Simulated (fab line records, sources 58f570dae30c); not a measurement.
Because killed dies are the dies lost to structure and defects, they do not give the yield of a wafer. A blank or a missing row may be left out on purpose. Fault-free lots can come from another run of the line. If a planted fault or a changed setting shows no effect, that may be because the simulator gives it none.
Chamber matching -- flow berkeley-cmos170 -- UCB170_V2_ETCH_14 on rie-diel-01 has 4 sister chambers
The step etches SiO2 in CHF3/CF4/Ar, stops on Al, target depth 1250 nm, time 291 s. 8 wafers are shown with their chamber, then 8 later ones without.

== WAFERS WITH THEIR CHAMBER ==
wafer,chamber,drypump-motor-current-A (A),oes-product-au (a.u.)
L350.3,2,6.3,0.854
L352.3,3,4.9,0.899
L352.4,0,5.6,0.863
L352.5,1,6.0,0.860
L355.2,3,4.9,0.899
L355.3,0,5.6,0.864
L355.4,1,5.9,0.857
L360.1,2,6.3,0.854

== WAFERS WITH NO CHAMBER GIVEN ==
wafer,drypump-motor-current-A (A),oes-product-au (a.u.)
L360.3,6.0,0.855
L360.6,5.9,0.856
L362.3,6.3,0.854
L362.4,4.9,0.893
L362.6,6.0,0.859
L363.2,6.3,0.854
L363.5,5.6,0.856
L363.6,6.0,0.854

== WHICH CHAMBER EACH WENT THROUGH ==
wafer,from the rows above,in truth
L360.3,1,1
L360.6,1,1
L362.3,2,2
L362.4,3,3
L362.6,1,1
L363.2,2,2
L363.5,0,0
L363.6,1,1
Placed correctly: 8 of 8. From these rows, 0 cannot be placed. Wrongly placed: 0.
How it was worked out, from the rows above alone: a wafer's distance from a chamber is the root of the sum, over the readings, of the square of ((its reading less the chamber's mean) divided by the reading's scatter). The wafer belongs to the nearest chamber; if the next one is less than 2 further off, it can't be placed. Each chamber's mean is taken over the wafers shown for it. The scatter: the root of (the sum of the squares of (reading less its chamber's mean) over the shown wafers, divided by (wafers less chambers)).
